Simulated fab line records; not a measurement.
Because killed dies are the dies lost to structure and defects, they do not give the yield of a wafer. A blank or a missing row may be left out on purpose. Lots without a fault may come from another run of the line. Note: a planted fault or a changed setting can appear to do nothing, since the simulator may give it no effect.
Struck lot and sound lot, side by side ; flow berkeley_cmos170 ; 13 steps out of a route of 331
Sound: wafers L482.3, L482.4, L482.6. The struck wafers were L479.2, L479.3, L479.5. The cause is given at the end.
Each step with rows lists, per side, the tool, then ch with its chambers, then its first start. Under that, the readings that differ: sound wafers ; struck wafers ; difference of the means ; sigmas: that difference in standard deviations of wafers without a fault.
alike: words and numbers the same on both sides, and readings whose means are apart by under 2 such deviations; not compared: readings that were withheld, readings missing a value for some wafer, numbers with overlapping values and no deviation given by the record, and bounds like >300 which may hide the same value.
A row with sigmas, a row that says differs or no value, or rows on one side alone: a step with any of these is where the two part. Numbers that have no deviation but don't overlap get no sigmas and don't part them. Lack of a reading on every wafer of one side parts them only where that side has two or more wafers.

first, 2 steps without rows for these wafers: UCB170_NLDD_PEB_04; UCB170_NLDD_DEVELOP_05 (develop time 45 s).
UCB170_NLDD_CD_MEAS_06: the cd target is 1200 nm.
  sound on cd_sem-02 at day 8 21:11; struck on cd_sem-02 at day 8 22:17
  alike: cd_nm
UCB170_NLDD_OVL_MEAS_07:
  sound on overlay-02 at day 8 21:17; struck on overlay-01 at day 8 22:24
  alike: NLDD_OVL
then, 2 steps without rows for these wafers: UCB170_NLDD_IMPLANT_08; UCB170_NLDD_IMPLANT_09.
UCB170_NLDD_STRIP_10: strips in O2.
  sound on plasma_asher-04 ch 0,1, day 8 21:38; struck on plasma_asher-03 ch 1, day 8 22:44
  alike: drypump_motor_current_A, oes_product_au, strip_time_to_endpoint_s
  not compared: rf_hours_counter_h
UCB170_NLDD_TW_MEAS_11:
  sound on film_metro-03 at day 8 21:44; struck on film_metro-03 at day 8 22:50
  alike: NLDD_TW
then, 1 step without rows for these wafers: UCB170_NLDD_CLEAN_12 (cleans in SPM, time 600 s).
UCB170_SPACER_CVD_00: deposits SiO2 from TEOS/O2, target thk 376 nm, time 47 s.
  sound on pecvd-04 ch 0,1,2, day 8 21:57; struck on pecvd-03 ch 1,2, day 8 23:17
  alike: heater_power_w, rf_fwd_power_W, susceptor_temp_C
UCB170_SPACER_THK_MEAS_01:
  sound on film_metro-03 at day 8 22:01; struck on film_metro-01 at day 8 23:20
reading;sound;struck;difference;sigmas
SPACER_TEOS_THK (nm);378 385 382;371 372 373;-10;-2
then, 1 step without rows for these wafers: UCB170_SPACER_ANNEAL_02 (time 1800 s).
UCB170_SPACER_ETCHBACK_03: etches SiO2 in CHF3/CF4/Ar, stops on Si, target depth 376 nm, time 100 s.
  sound on rie_diel-03 ch 0,3, day 9 02:10; struck on rie_diel-04 ch 1,2, day 9 02:14
reading;sound;struck;difference;sigmas
oes_product_au (a.u.);0.881 0.927 0.893;0.991 0.997 0.979;+0.089;+7
rf_fwd_power_W (W);497.7 497.1 495.3;- - -;no value on the struck wafers;
run_length_s (s);127.9 128.6 127.8;88.5 88.8 89.1;-39.3;-71
model.etch.depth_nm (nm);377.7 385.1 382;258.4 255.4 255.8;-125.1;
  alike: drypump_motor_current_A, mfc_ar_sccm, throttle_valve_pct
  not compared: rf_hours_counter_h

## WHERE THEY PART
At UCB170_SPACER_THK_MEAS_01 first; at UCB170_SPACER_ETCHBACK_03 last (within this record only).

WHY: the cause the simulator had injected
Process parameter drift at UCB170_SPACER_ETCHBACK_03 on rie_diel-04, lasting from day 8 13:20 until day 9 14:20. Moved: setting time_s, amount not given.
